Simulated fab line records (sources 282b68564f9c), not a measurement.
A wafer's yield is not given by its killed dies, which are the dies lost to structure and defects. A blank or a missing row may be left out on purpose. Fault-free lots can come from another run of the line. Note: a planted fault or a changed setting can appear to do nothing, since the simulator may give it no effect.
fab line records	flow rit_cmos	part 1 of 2: steps 1 to 34 of 43
[record] lots = 7	wafers = 21	last_day = 7
route steps=202 shown SDANNEAL@155 PSD@157 NSD@158 PLDD@159 NLDD@160 SILICIDE@161 CONTACT@168 M1@184
lots that met no fault: from a run of the same line without faults
start_h: hours from the record's first day to the start of the lot's first wafer shown	wait_h: time in hours since the lot's previous step	" as in the row above	L1.1+2: a single row standing in for several wafers	- no value present, or no start provided	* or withheld: withheld	< > ~ a bound
route shown NAME@n: NAME is a module with steps in the file, n the number in the route of the first one	usual: mean/standard deviation taken from wafers without a fault	same: alike in all rows	chamber/n: place in a boat	sites: readings site by site	_std_site: standard deviation across them	_edge_site: the outer-site mean with the inner-site mean subtracted	radius_mm: how far each site lies from the wafer's centre	mask NAME#n: copy n	behind: tool/chamber where the wafer was last shaped	hold: what put the lot on hold/how long, in hours/how the hold closed	device: the n, p or np transistor that did not switch	end of line: the same wafers' tests at the end of the route	step lacking rows: just its recipe	killed: not the wafer's yield, but the dies lost to structure and defects at the first sort	map: per-die view of a wafer (x killed, . not killed, _ where there is no die)
set.NAME: the setting as run; set.NAME@STEP: as run at that earlier step	model.NAME: the simulator's own value behind a step, which no gauge read
lots at some steps of the route; a table a step, a row a wafer
services: a tool's chamber out of use, with start hour (start_h, from the record's first day; less than 0 if before it), hours out, and reason
[[steps]]
[step RIT_SDANNEAL_CLEAN_02]
[recipe] chemistry = SC2	mix = 3:3:50	time_s = 600	temp_c = 75	dry = n2_spin
[step RIT_SDANNEAL_RTA_03]
[recipe] temp_c = 1050	time_s = 5	idle_temp_c = 600	ramp_up_c_per_s = 342	ramp_down_c_per_s = 171	cool_to_c = 600	ambient = N2
[usual] wafer_temp_C_max = 1053.4/1.3
[same] time_s = 5
lot.wafer	tool	chamber	start_h	wait_h	wafer_temp_C_max
L914.2	rtp_anneal-01	0	70.10	0.0	1051.9
L914.3	"	0	"	"	1052.2
L914.6	"	0	"	"	1054.1
L915.1	rtp_anneal-02	0	74.81	0.0	1051.5
L915.2	"	0	"	"	1053.4
L915.5	"	0	"	"	1052.5
L921.1	rtp_anneal-02	0	102.70	0.0	1053.3
L921.2	"	0	"	"	1055.5
L921.4	"	0	"	"	1054.9
L923.1	rtp_anneal-02	0	110.19	0.0	1052.0
L923.2	"	0	"	"	1052.2
L923.4	"	0	"	"	1054.5
L924.1	rtp_anneal-01	0	115.23	0.0	1055.4
L924.4	"	0	"	"	1056.1
L924.6	"	0	"	"	1052.7
L925.1	rtp_anneal-02	0	119.41	0.0	1055.9
L925.2	"	0	"	"	1052.0
L925.3	"	0	"	"	1053.6
L932.1	rtp_anneal-01	0	154.25	0.0	1056.3
L932.4	"	0	"	"	1052.3
L932.5	"	0	"	"	1054.6
[step RIT_SDANNEAL_RS_MEAS_04]
[recipe] thk_meas_gauge = four-point-probe
[usual] PSD_RS = 115.79/0.26
lot.wafer	tool	chamber	start_h	wait_h	PSD_RS[ohm/sq]
L914.2	film_metro-02	-	70.17	0.1	115.97
L914.3	"	-	"	"	115.78
L914.6	"	-	"	"	115.71
L915.1	film_metro-03	-	74.93	0.1	115.92
L915.2	"	-	"	"	115.76
L915.5	"	-	"	"	115.92
L921.1	film_metro-04	-	102.76	0.0	115.88
L921.2	"	-	"	"	116.13
L921.4	"	-	"	"	115.92
L923.1	film_metro-03	-	110.25	0.0	115.51
L923.2	"	-	"	"	115.87
L923.4	"	-	"	"	115.86
L924.1	film_metro-04	-	115.29	0.0	115.57
L924.4	"	-	"	"	115.46
L924.6	"	-	"	"	115.49
L925.1	film_metro-04	-	119.47	0.0	115.84
L925.2	"	-	"	"	115.33
L925.3	"	-	"	"	115.70
L932.1	film_metro-03	-	154.31	0.0	115.74
L932.4	"	-	"	"	115.65
L932.5	"	-	"	"	115.87
[step RIT_SDANNEAL_RS_MEAS_05]
[recipe] thk_meas_gauge = four-point-probe
[usual] NSD_RS = 84.5/0.31
lot.wafer	tool	chamber	start_h	wait_h	NSD_RS[ohm/sq]
L914.2	film_metro-02	-	70.29	0.1	84.6
L914.3	"	-	"	"	84.5
L914.6	"	-	"	"	84.3
L915.1	film_metro-03	-	75.05	0.1	84.5
L915.2	"	-	"	"	84.5
L915.5	"	-	"	"	84.4
L921.1	film_metro-04	-	102.88	0.1	84.4
L921.2	"	-	"	"	84.2
L921.4	"	-	"	"	84.7
L923.1	film_metro-03	-	110.37	0.1	84.2
L923.2	"	-	"	"	83.9
L923.4	"	-	"	"	84.1
L924.1	film_metro-04	-	115.41	0.1	84.8
L924.4	"	-	"	"	84.7
L924.6	"	-	"	"	84.8
L925.1	film_metro-04	-	119.59	0.1	84.4
L925.2	"	-	"	"	84.4
L925.3	"	-	"	"	84.6
L932.1	film_metro-03	-	154.43	0.1	84.6
L932.4	"	-	"	"	84.6
L932.5	"	-	"	"	84.6
[step RIT_SDANNEAL_RS_MEAS_06]
[recipe] thk_meas_gauge = four-point-probe
[usual] PLDD_RS = 178.5/0.6
lot.wafer	tool	chamber	start_h	wait_h	PLDD_RS[ohm/sq]
L914.2	film_metro-02	-	70.41	0.1	178.3
L914.3	"	-	"	"	178.7
L914.6	"	-	"	"	177.9
L915.1	film_metro-03	-	75.17	0.1	179.0
L915.2	"	-	"	"	179.2
L915.5	"	-	"	"	179.7
L921.1	film_metro-04	-	103.00	0.1	179.0
L921.2	"	-	"	"	179.0
L921.4	"	-	"	"	179.1
L923.1	film_metro-03	-	110.49	0.1	177.8
L923.2	"	-	"	"	178.5
L923.4	"	-	"	"	177.7
L924.1	film_metro-04	-	115.53	0.1	177.2
L924.4	"	-	"	"	177.5
L924.6	"	-	"	"	177.4
L925.1	film_metro-04	-	119.71	0.1	178.3
L925.2	"	-	"	"	178.2
L925.3	"	-	"	"	178.2
L932.1	film_metro-03	-	154.55	0.1	178.4
L932.4	"	-	"	"	179.1
L932.5	"	-	"	"	179.0
[step RIT_SDANNEAL_RS_MEAS_07]
[recipe] thk_meas_gauge = four-point-probe
[usual] NLDD_RS = 151.5/0.54
lot.wafer	tool	chamber	start_h	wait_h	NLDD_RS[ohm/sq]
L914.2	film_metro-02	-	70.53	0.1	152.0
L914.3	"	-	"	"	151.6
L914.6	"	-	"	"	151.7
L915.1	film_metro-03	-	75.29	0.1	151.9
L915.2	"	-	"	"	152.7
L915.5	"	-	"	"	151.9
L921.1	film_metro-04	-	103.12	0.1	152.1
L921.2	"	-	"	"	152.4
L921.4	"	-	"	"	152.0
L923.1	film_metro-03	-	110.61	0.1	151.8
L923.2	"	-	"	"	152.3
L923.4	"	-	"	"	151.4
L924.1	film_metro-04	-	115.65	0.1	152.3
L924.4	"	-	"	"	152.0
L924.6	"	-	"	"	152.5
L925.1	film_metro-04	-	119.83	0.1	151.1
L925.2	"	-	"	"	151.4
L925.3	"	-	"	"	151.3
L932.1	film_metro-03	-	154.67	0.1	150.9
L932.4	"	-	"	"	151.1
L932.5	"	-	"	"	151.5
[step RIT_SILICIDE_WET_ETCH_00]
[recipe] chemistry = BOE	target = SiO2	target_depth_nm = 14	time_s = 15	dry = n2_spin	dilution = 10:1	temp_c = 21.5
[step RIT_SILICIDE_SPUTTER_01]
[recipe] material = Ti	target_thk_nm = 30	power_w = 350	chamber_pressure_pa = 0.667	gas = Ar	time_s = 240	substrate_temp_c = 25
[step RIT_SILICIDE_RS_MEAS_02]
[recipe] thk_meas_gauge = four-point-probe	reads = Ti_of_SILICIDE_SPUTTER_01
[usual] SILICIDE_TI_RS = 47.8/0.64
lot.wafer	tool	chamber	start_h	wait_h	SILICIDE_TI_RS[ohm/sq]
L914.2	film_metro-01	-	70.82	0.1	47.7
L914.3	"	-	"	"	47.3
L914.6	"	-	"	"	47.6
L915.1	film_metro-01	-	75.57	0.1	47.9
L915.2	"	-	"	"	47.9
L915.5	"	-	"	"	47.6
L921.1	film_metro-01	-	103.40	0.1	48.8
L921.2	"	-	"	"	49.6
L921.4	"	-	"	"	48.8
L923.1	film_metro-01	-	110.89	0.1	47.9
L923.2	"	-	"	"	48.6
L923.4	"	-	"	"	47.8
L924.1	film_metro-01	-	115.93	0.1	47.3
L924.4	"	-	"	"	47.5
L924.6	"	-	"	"	48.1
L925.1	film_metro-01	-	120.12	0.1	47.0
L925.2	"	-	"	"	47.9
L925.3	"	-	"	"	47.0
L932.1	film_metro-01	-	154.95	0.1	47.9
L932.4	"	-	"	"	47.6
L932.5	"	-	"	"	48.3
[step RIT_SILICIDE_THK_MEAS_03]
[recipe] thk_meas_gauge = xrf	reads = Ti_of_SILICIDE_SPUTTER_01
[usual] SILICIDE_TI_THK = 29.5/0.34
lot.wafer	tool	chamber	start_h	wait_h	SILICIDE_TI_THK[nm]
L914.2	film_metro-01	-	70.93	0.1	29.4
L914.3	"	-	"	"	29.5
L914.6	"	-	"	"	29.2
L915.1	film_metro-01	-	75.69	0.1	29.4
L915.2	"	-	"	"	29.3
L915.5	"	-	"	"	29.5
L921.1	film_metro-01	-	103.52	0.1	29.1
L921.2	"	-	"	"	28.7
L921.4	"	-	"	"	29.0
L923.1	film_metro-01	-	111.01	0.1	29.6
L923.2	"	-	"	"	29.2
L923.4	"	-	"	"	29.7
L924.1	film_metro-01	-	116.05	0.1	29.8
L924.4	"	-	"	"	29.7
L924.6	"	-	"	"	29.3
L925.1	film_metro-01	-	120.24	0.1	29.6
L925.2	"	-	"	"	29.1
L925.3	"	-	"	"	29.9
L932.1	film_metro-01	-	155.07	0.1	29.6
L932.4	"	-	"	"	29.7
L932.5	"	-	"	"	29.5
[step RIT_SILICIDE_RTA_04]
[recipe] temp_c = 650	time_s = 10	idle_temp_c = 25	ramp_up_s = 5	ramp_down_s = 5	cool_to_c = 25	ambient = N2
[usual] wafer_temp_C_max = 653.2/1
[same] time_s = 10
lot.wafer	tool	chamber	start_h	wait_h	wafer_temp_C_max
L914.2	rtp_anneal-02	0	71.00	0.1	652.3
L914.3	"	0	"	"	653.1
L914.6	"	0	"	"	653.6
L915.1	rtp_anneal-01	0	75.75	0.1	654.3
L915.2	"	0	"	"	653.9
L915.5	"	0	"	"	652.6
L921.1	rtp_anneal-01	0	103.58	0.1	654.5
L921.2	"	0	"	"	654.3
L921.4	"	0	"	"	653.7
L923.1	rtp_anneal-01	0	111.07	0.1	654.1
L923.2	"	0	"	"	654.7
L923.4	"	0	"	"	652.9
L924.1	rtp_anneal-02	0	116.11	0.1	652.4
L924.4	"	0	"	"	653.0
L924.6	"	0	"	"	652.0
L925.1	rtp_anneal-01	0	120.30	0.1	653.6
L925.2	"	0	"	"	654.7
L925.3	"	0	"	"	653.8
L932.1	rtp_anneal-02	0	155.13	0.1	652.3
L932.4	"	0	"	"	652.1
L932.5	"	0	"	"	652.5
[step RIT_SILICIDE_WET_ETCH_05]
[recipe] chemistry = SPM	target = Ti	temp_c = 90	time_s = 120	dry = n2_spin
[step RIT_SILICIDE_RTA_06]
[recipe] temp_c = 750	time_s = 10	idle_temp_c = 25	ramp_up_s = 5	ramp_down_s = 10	cool_to_c = 25	ambient = N2
[usual] wafer_temp_C_max = 753.4/0.98
lot.wafer	tool	chamber	start_h	wait_h	wafer_temp_C_max
L914.2	rtp_anneal-01	0	71.16	0.0	755.9
L914.3	"	0	"	"	753.8
L914.6	"	0	"	"	754.6
L915.1	rtp_anneal-02	0	75.90	0.0	752.3
L915.2	"	0	"	"	752.4
L915.5	"	0	"	"	752.5
L921.1	rtp_anneal-02	0	103.69	0.0	752.5
L921.2	"	0	"	"	752.3
L921.4	"	0	"	"	754.7
L923.1	rtp_anneal-02	0	111.19	0.0	752.7
L923.2	"	0	"	"	752.6
L923.4	"	0	"	"	753.2
L924.1	rtp_anneal-01	0	116.22	0.0	754.8
L924.4	"	0	"	"	753.5
L924.6	"	0	"	"	753.9
L925.1	rtp_anneal-02	0	120.41	0.0	752.1
L925.2	"	0	"	"	752.9
L925.3	"	0	"	"	753.3
L932.1	rtp_anneal-01	0	155.24	0.0	755.3
L932.4	"	0	"	"	753.6
L932.5	"	0	"	"	754.6
[step RIT_CONTACT_CVD_00]
[recipe] material = SiO2	target_thk_nm = 400	precursor = TEOS	temp_c = 390	time_s = 61	rf_w = 400
[usual] heater_power_w = 307/41
[same] time_s = 61
lot.wafer	tool	chamber	start_h	wait_h	heater_power_w
L914.2	pecvd-02	1	71.22	0.0	300
L914.3	"	0	"	"	315
L914.6	"	0	"	"	329
L915.1	pecvd-03	2	76.03	0.1	293
L915.2	"	1	"	"	274
L915.5	"	2	"	"	292
L921.1	pecvd-03	0	103.76	0.1	320
L921.2	"	2	"	"	260
L921.4	"	1	"	"	317
L923.1	pecvd-02	1	111.25	0.1	344
L923.2	"	0	"	"	345
L923.4	"	1	"	"	349
L924.1	pecvd-03	0	116.29	0.1	344
L924.4	"	1	"	"	279
L924.6	"	0	"	"	358
L925.1	pecvd-04	2	120.47	0.1	298
L925.2	"	1	"	"	240
L925.3	"	0	"	"	275
L932.1	pecvd-03	0	155.31	0.1	301
L932.4	"	2	"	"	216
L932.5	"	0	"	"	318
[step RIT_CONTACT_THK_MEAS_01]
[recipe] reads = SiO2_of_CONTACT_CVD_00
[usual] CONTACT_TEOS_THK = 400/5.6
lot.wafer	tool	chamber	start_h	wait_h	CONTACT_TEOS_THK[nm]
L914.2	film_metro-04	-	71.28	0.0	399
L914.3	"	-	"	"	403
L914.6	"	-	"	"	416
L915.1	film_metro-04	-	76.08	0.0	394
L915.2	"	-	"	"	397
L915.5	"	-	"	"	401
L921.1	film_metro-01	-	103.81	0.0	402
L921.2	"	-	"	"	397
L921.4	"	-	"	"	405
L923.1	film_metro-03	-	111.30	0.0	403
L923.2	"	-	"	"	403
L923.4	"	-	"	"	413
L924.1	film_metro-03	-	116.34	0.0	392
L924.4	"	-	"	"	398
L924.6	"	-	"	"	403
L925.1	film_metro-04	-	120.53	0.0	404
L925.2	"	-	"	"	400
L925.3	"	-	"	"	399
L932.1	film_metro-04	-	155.36	0.0	394
L932.4	"	-	"	"	397
L932.5	"	-	"	"	394
[step RIT_CONTACT_HMDS_02]
[recipe] prime_time_s = 60	prime_temp_c = 140
[step RIT_CONTACT_COAT_03]
[recipe] resist = NOVOLAK	spin_rpm = 3250	resist_thk_nm = 1000
[step RIT_CONTACT_SOFTBAKE_04]
[recipe] resist = NOVOLAK	temp_c = 90	time_s = 60
[step RIT_CONTACT_EXPOSE_05]
[recipe] mask_id = M11	na = 0.6	source_shape = conventional	sigma_outer = 0.5	target_cd_nm = 1000	dose_mj = 250
[step RIT_CONTACT_PEB_06]
[recipe] resist = NOVOLAK	temp_c = withheld	time_s = withheld
[step RIT_CONTACT_DEVELOP_07]
[recipe] resist = NOVOLAK	develop_time_s = 120	dev_temp_c = 23
[step RIT_CONTACT_CD_MEAS_08]
[recipe] target_cd_nm = 1000
[usual] cd_nm = 1000.8/2.3
lot.wafer	tool	chamber	start_h	wait_h	cd_nm
L914.2	cd_sem-01	-	72.31	-	1001.9
L914.3	"	-	"	"	1001.6
L914.6	"	-	"	"	1001.4
L915.1	cd_sem-01	-	77.21	-	1000.9
L915.2	"	-	"	"	1000.8
L915.5	"	-	"	"	999.5
L921.1	cd_sem-01	-	104.84	-	1002.9
L921.2	"	-	"	"	1002.3
L921.4	"	-	"	"	1000.5
L923.1	cd_sem-01	-	112.50	-	1002.6
L923.2	"	-	"	"	1004.2
L923.4	"	-	"	"	1003.6
L924.1	cd_sem-01	-	117.49	-	1003.6
L924.4	"	-	"	"	999.8
L924.6	"	-	"	"	1002.2
L925.1	cd_sem-01	-	121.68	-	1002.9
L925.2	"	-	"	"	1001.7
L925.3	"	-	"	"	999.3
L932.1	cd_sem-01	-	156.51	-	1000.6
L932.4	"	-	"	"	997.5
L932.5	"	-	"	"	999.7
[step RIT_CONTACT_OVL_MEAS_09]
[usual] CONTACT_OVL = -0.2/1.3
lot.wafer	tool	chamber	start_h	wait_h	CONTACT_OVL[nm]
L914.2	overlay-01	-	72.42	0.1	-2.5
L914.3	"	-	"	"	-1.2
L914.6	"	-	"	"	0.2
L915.1	overlay-02	-	77.33	0.1	0.8
L915.2	"	-	"	"	1.4
L915.5	"	-	"	"	1.4
L921.1	overlay-02	-	104.96	0.1	-0.9
L921.2	"	-	"	"	-1.6
L921.4	"	-	"	"	-1.3
L923.1	overlay-02	-	112.62	0.1	0.4
L923.2	"	-	"	"	-0.8
L923.4	"	-	"	"	0.1
L924.1	overlay-01	-	117.61	0.1	0.2
L924.4	"	-	"	"	-0.7
L924.6	"	-	"	"	0.8
L925.1	overlay-01	-	121.80	0.1	1.1
L925.2	"	-	"	"	2.0
L925.3	"	-	"	"	1.0
L932.1	overlay-01	-	156.63	0.1	-0.5
L932.4	"	-	"	"	2.3
L932.5	"	-	"	"	-0.9
[step RIT_CONTACT_HARDBAKE_10]
[recipe] resist = NOVOLAK	temp_c = 140	time_s = 60
[step RIT_CONTACT_ETCH_11]
[recipe] target_depth_a = 4800	over_etch_frac = 0.2	stop_on = TiSi2	chemistry = CHF3/CF4/Ar	target = SiO2	CHF3_flow_sccm = 50	cf4_flow_sccm = 10	Ar_flow_sccm = 100	O2_flow_sccm = 5	pressure_mtorr = 100	rf_w = 200	time_s = 320
[usual] drypump_motor_current_A = 5.8/0.54	oes_product_au = 0.991/0.012	throttle_valve_pct = 8.92/0.087
[same] time_s = 320
lot.wafer	tool	chamber	start_h	wait_h	drypump_motor_current_A	oes_product_au	rf_hours_counter_h	throttle_valve_pct
L914.2	rie_diel-02	1	72.60	0.1	6.0	0.972	123	8.95
L914.3	"	2	"	"	5.7	0.993	160	8.78
L914.6	"	2	"	"	5.7	0.980	-	8.80
L915.1	rie_diel-01	1	77.52	0.1	5.6	1.002	2	9.05
L915.2	"	3	"	"	5.2	0.998	137	8.82
L915.5	"	0	"	"	5.6	0.997	-	8.86
L921.1	rie_diel-03	3	105.19	0.1	5.5	1.000	155	8.94
L921.2	"	0	"	"	4.8	1.000	14	8.92
L921.4	"	2	"	"	6.6	0.980	134	9.07
L923.1	rie_diel-02	3	112.81	0.1	5.8	0.997	65	9.03
L923.2	"	1	"	"	6.1	0.982	124	8.96
L923.4	"	0	"	"	6.6	0.971	-	8.88
L924.1	rie_diel-03	0	117.80	0.1	4.8	0.995	14	8.91
L924.4	"	1	"	"	5.7	1.000	23	8.83
L924.6	"	0	"	"	4.8	0.997	-	8.93
L925.1	rie_diel-02	2	121.98	0.1	5.7	0.973	0	8.78
L925.2	"	1	"	"	6.1	0.978	124	8.94
L925.3	"	3	"	"	5.8	1.002	65	9.00
L932.1	rie_diel-01	3	156.81	0.1	5.2	0.994	139	8.81
L932.4	"	1	"	"	5.6	0.996	4	9.06
L932.5	"	1	"	"	5.6	0.999	-	9.06
[step RIT_CONTACT_STRIP_12]
[recipe] chemistry = O2	time_s = 180	resist = NOVOLAK	platen_temp_c = withheld	power_w = 500	pressure_mtorr = 4000	o2_flow_sccm = 4000
[usual] drypump_motor_current_A = 5.75/0.071
[same] time_s = 180
lot.wafer	tool	chamber	start_h	wait_h	drypump_motor_current_A	rf_hours_counter_h
L914.2	plasma_asher-02	1	72.80	0.1	5.86	43
L914.3	"	1	"	"	5.86	-
L914.6	"	0	"	"	5.70	-
L915.1	plasma_asher-01	1	77.71	0.1	5.77	43
L915.2	"	0	"	"	5.80	43
L915.5	"	1	"	"	5.78	-
L921.1	plasma_asher-03	0	105.38	0.1	5.77	47
L921.2	"	1	"	"	5.65	47
L921.4	"	0	"	"	5.77	-
L923.1	plasma_asher-03	0	113.00	0.1	5.76	48
L923.2	"	1	"	"	5.65	48
L923.4	"	0	"	"	5.76	-
L924.1	plasma_asher-01	0	117.99	0.1	5.81	48
L924.4	"	1	"	"	5.77	-
L924.6	"	0	"	"	5.81	-
L925.1	plasma_asher-03	1	122.18	0.1	5.65	49
L925.2	"	0	"	"	5.78	49
L925.3	"	0	"	"	5.78	-
L932.1	plasma_asher-03	0	157.01	0.1	5.76	53
L932.4	"	1	"	"	5.63	-
L932.5	"	0	"	"	5.77	-
[step RIT_CONTACT_CD_MEAS_90]
[recipe] target_cd_nm = 1000
[usual] cd_nm = 1000.8/2.3
lot.wafer	tool	chamber	start_h	wait_h	cd_nm
L914.2	cd_sem-02	-	72.99	0.1	1002.2
L914.3	"	-	"	"	1001.5
L914.6	"	-	"	"	1001.6
L915.1	cd_sem-02	-	77.89	0.1	1001.0
L915.2	"	-	"	"	1000.9
L915.5	"	-	"	"	999.5
L921.1	cd_sem-01	-	105.56	0.1	1003.0
L921.2	"	-	"	"	1001.9
L921.4	"	-	"	"	1000.3
L923.1	cd_sem-02	-	113.18	0.1	1002.6
L923.2	"	-	"	"	1004.4
L923.4	"	-	"	"	1003.3
L924.1	cd_sem-01	-	118.17	0.1	1003.3
L924.4	"	-	"	"	999.8
L924.6	"	-	"	"	1002.2
L925.1	cd_sem-02	-	122.35	0.1	1002.8
L925.2	"	-	"	"	1001.4
L925.3	"	-	"	"	999.3
L932.1	cd_sem-01	-	157.18	0.1	1000.0
L932.4	"	-	"	"	997.5
L932.5	"	-	"	"	999.6
[step RIT_CONTACT_CLEAN_13]
[recipe] chemistry = SC1	mix = 3:3:50	time_s = 600	temp_c = 75
[step RIT_CONTACT_CLEAN_14]
[recipe] chemistry = SC2	mix = 3:3:50	time_s = 600	temp_c = 75	dry = n2_spin
[step RIT_M1_SPUTTER_00]
[recipe] material = Al	target_thk_nm = 400	power_w = 2000	chamber_pressure_pa = 0.4	gas = Ar	time_s = 500	substrate_temp_c = 25
[step RIT_M1_RS_MEAS_01]
[recipe] thk_meas_gauge = four-point-probe	reads = Al_of_M1_SPUTTER_00
[usual] M1_AL_RS = 0.0735/0.00068
lot.wafer	tool	chamber	start_h	wait_h	M1_AL_RS[ohm/sq]
L914.2	film_metro-03	-	73.93	0.2	0.0736
L914.3	"	-	"	"	0.0729
L914.6	"	-	"	"	0.0736
L915.1	film_metro-02	-	78.65	0.1	0.0734
L915.2	"	-	"	"	0.0740
L915.5	"	-	"	"	0.0737
L921.1	film_metro-04	-	106.32	0.1	0.0734
L921.2	"	-	"	"	0.0742
L921.4	"	-	"	"	0.0739
L923.1	film_metro-02	-	113.94	0.1	0.0737
L923.2	"	-	"	"	0.0741
L923.4	"	-	"	"	0.0732
L924.1	film_metro-03	-	118.95	0.1	0.0722
L924.4	"	-	"	"	0.0725
L924.6	"	-	"	"	0.0725
L925.1	film_metro-03	-	123.15	0.1	0.0741
L925.2	"	-	"	"	0.0745
L925.3	"	-	"	"	0.0740
L932.1	film_metro-03	-	157.95	0.1	0.0733
L932.4	"	-	"	"	0.0726
L932.5	"	-	"	"	0.0729
[step RIT_M1_THK_MEAS_02]
[recipe] thk_meas_gauge = xrf	reads = Al_of_M1_SPUTTER_00
[usual] M1_AL_THK = 398/4.3
lot.wafer	tool	chamber	start_h	wait_h	M1_AL_THK[nm]
L914.2	film_metro-03	-	74.04	0.1	398
L914.3	"	-	"	"	402
L914.6	"	-	"	"	397
L915.1	film_metro-02	-	78.77	0.1	397
L915.2	"	-	"	"	393
L915.5	"	-	"	"	395
L921.1	film_metro-04	-	106.44	0.1	398
L921.2	"	-	"	"	394
L921.4	"	-	"	"	395
L923.1	film_metro-02	-	114.06	0.1	395
L923.2	"	-	"	"	394
L923.4	"	-	"	"	395
L924.1	film_metro-03	-	119.07	0.1	405
L924.4	"	-	"	"	404
L924.6	"	-	"	"	404
L925.1	film_metro-03	-	123.27	0.1	394
L925.2	"	-	"	"	392
L925.3	"	-	"	"	395
L932.1	film_metro-03	-	158.07	0.1	401
L932.4	"	-	"	"	406
L932.5	"	-	"	"	403
[step RIT_M1_HMDS_03]
[recipe] prime_time_s = 60	prime_temp_c = 140
[step RIT_M1_COAT_04]
[recipe] resist = NOVOLAK	spin_rpm = 2000	resist_thk_nm = 1300
